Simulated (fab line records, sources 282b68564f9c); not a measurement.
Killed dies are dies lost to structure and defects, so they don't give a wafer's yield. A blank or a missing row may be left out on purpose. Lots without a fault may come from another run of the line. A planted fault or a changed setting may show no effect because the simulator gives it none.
Which tool did it? | flow rit_cmos | 13 lots, 39 wafers sampled, at 3 steps of a route of 202

WHAT THE GAUGES READ, wafer by wafer
RIT_CONTACT_CD_MEAS_08: target cd 1000 nm. Usual: cd_nm 999.8 nm, standard deviation 2.2.
lot  | measured    | on        | cd_nm (nm)           | flag
L452 | day 3 04:01 | cd_sem-02 | 995.6 997.5 998.4    |
L453 | day 3 08:14 | cd_sem-02 | 1002.9 1004.3 1001.4 |
L454 | day 3 13:59 | cd_sem-01 | 1000.5 1001.9 1001.7 |
L457 | day 4 05:14 | cd_sem-01 | 1000.1 1001.4 1003.4 |
L459 | day 4 18:01 | cd_sem-02 | 998.2 997.9 999.3    |
L460 | day 4 21:14 | cd_sem-01 | 1002.4 1004.5 1004.5 |
L462 | day 5 05:11 | cd_sem-02 | 1000.2 1001.4 1000.3 |
L463 | day 5 11:47 | cd_sem-02 | 1001.8 1000.7 998.4  |
L464 | day 5 14:34 | cd_sem-01 | 1000.5 998.2 998.7   |
L468 | day 6 11:38 | cd_sem-02 | 1000.6 998.3 1000.9  |
L472 | day 7 09:40 | cd_sem-01 | 994.6 995.8 996.6    |
L474 | day 7 20:43 | cd_sem-02 | 1000.6 999.9 1000.7  |
L475 | day 8 02:33 | cd_sem-01 | 1002.2 1004.0 1002.3 |

WHICH TOOL RAN EACH LOT (tool, then ch and the chambers of the sampled wafers, then the start)
lot  | RIT_REOX_CLEAN_00              | RIT_NSD_STRIP_09
L452 | wet_bench-03 ch 3, day 2 13:40 | plasma_asher-04 ch 0,1, day 2 23:29
L453 | wet_bench-04 ch 3, day 2 18:08 | plasma_asher-04 ch 0,1, day 3 03:42
L454 | wet_bench-04 ch 2, day 2 22:42 | plasma_asher-03 ch 0,1, day 3 09:41
L457 | wet_bench-02 ch 1, day 3 14:25 | plasma_asher-04 ch 0,1, day 4 00:53
L459 | wet_bench-02 ch 1, day 4 02:17 | plasma_asher-02 ch 0,1, day 4 13:39
L460 | wet_bench-03 ch 3, day 4 06:13 | plasma_asher-03 ch 0,1, day 4 16:44
L462 | wet_bench-04 ch 2, day 4 14:53 | plasma_asher-04 ch 0,1, day 5 00:54
L463 | wet_bench-03 ch 3, day 4 21:49 | plasma_asher-02 ch 0,1, day 5 07:29
L464 | wet_bench-02 ch 3, day 5 00:15 | plasma_asher-03 ch 0,1, day 5 10:13
L468 | wet_bench-02 ch 3, day 5 21:16 | plasma_asher-04 ch 0,1, day 6 07:20
L472 | wet_bench-03 ch 2, day 6 17:38 | plasma_asher-04 ch 0,1, day 7 05:22
L474 | wet_bench-02 ch 3, day 7 06:01 | plasma_asher-04 ch 0,1, day 7 16:20
L475 | wet_bench-03 ch 3, day 7 10:55 | plasma_asher-04 ch 0,1, day 7 22:09
- RIT_REOX_CLEAN_00: cleans in SC1, time 600 s.
- RIT_NSD_STRIP_09: strips in O2, time 180 s.

WHAT THE TOOLS THEMSELVES READ (means of the sampled wafers that have a number; where no wafer has one, the mark that the record gives instead)
RIT_REOX_CLEAN_00. Usual: temp_c 74.99 C, standard deviation 0.14.
lot  | tool         | temp_c (C) | flag
L452 | wet_bench-03 | 74.90      |
L453 | wet_bench-04 | 75.02      |
L454 | wet_bench-04 | 74.99      |
L457 | wet_bench-02 | 74.74      |
L459 | wet_bench-02 | 74.94      |
L460 | wet_bench-03 | 74.95      |
L462 | wet_bench-04 | 75.34      |
L463 | wet_bench-03 | 74.98      |
L464 | wet_bench-02 | 75.08      |
L468 | wet_bench-02 | 74.81      |
L472 | wet_bench-03 | 77.42      | OFF
L474 | wet_bench-02 | 75.04      |
L475 | wet_bench-03 | 74.98      |

RIT_NSD_STRIP_09. Usual: drypump_motor_current_A 5.57 A, standard deviation 0.29.
lot  | tool            | drypump_motor_current_A (A) | flag
L452 | plasma_asher-04 | 5.46                        |
L453 | plasma_asher-04 | 5.59                        |
L454 | plasma_asher-03 | 5.54                        |
L457 | plasma_asher-04 | 5.47                        |
L459 | plasma_asher-02 | 5.82                        |
L460 | plasma_asher-03 | 5.55                        |
L462 | plasma_asher-04 | 5.60                        |
L463 | plasma_asher-02 | 5.89                        |
L464 | plasma_asher-03 | 5.24                        |
L468 | plasma_asher-04 | 5.48                        |
L472 | plasma_asher-04 | 5.60                        |
L474 | plasma_asher-04 | 5.45                        |
L475 | plasma_asher-04 | 5.46                        |

THE ANSWER, worked out from the rows above alone
Rule: a lot is off if the mean of its wafers that have a number lies more than 3 standard deviations from the usual mean. A lot without any number at a reading at which 4 lots or more have one is off too. The other lots that the step has rows for count as sound. The gauges are gone through in route order, then the tools' own readings, and for those a lot's mean is taken as printed above. The first step at which some lot is off is used, and at that step the reading that is off furthest; a lot without a number counts as furthest.
Off: L472, at RIT_REOX_CLEAN_00 (temp_c).
A tool fits if, at that step or a process step before it, it ran every lot that is off, and no sound lot after the first of them. None of those tried fits.

WHAT THE SIMULATOR HAD PUT IN
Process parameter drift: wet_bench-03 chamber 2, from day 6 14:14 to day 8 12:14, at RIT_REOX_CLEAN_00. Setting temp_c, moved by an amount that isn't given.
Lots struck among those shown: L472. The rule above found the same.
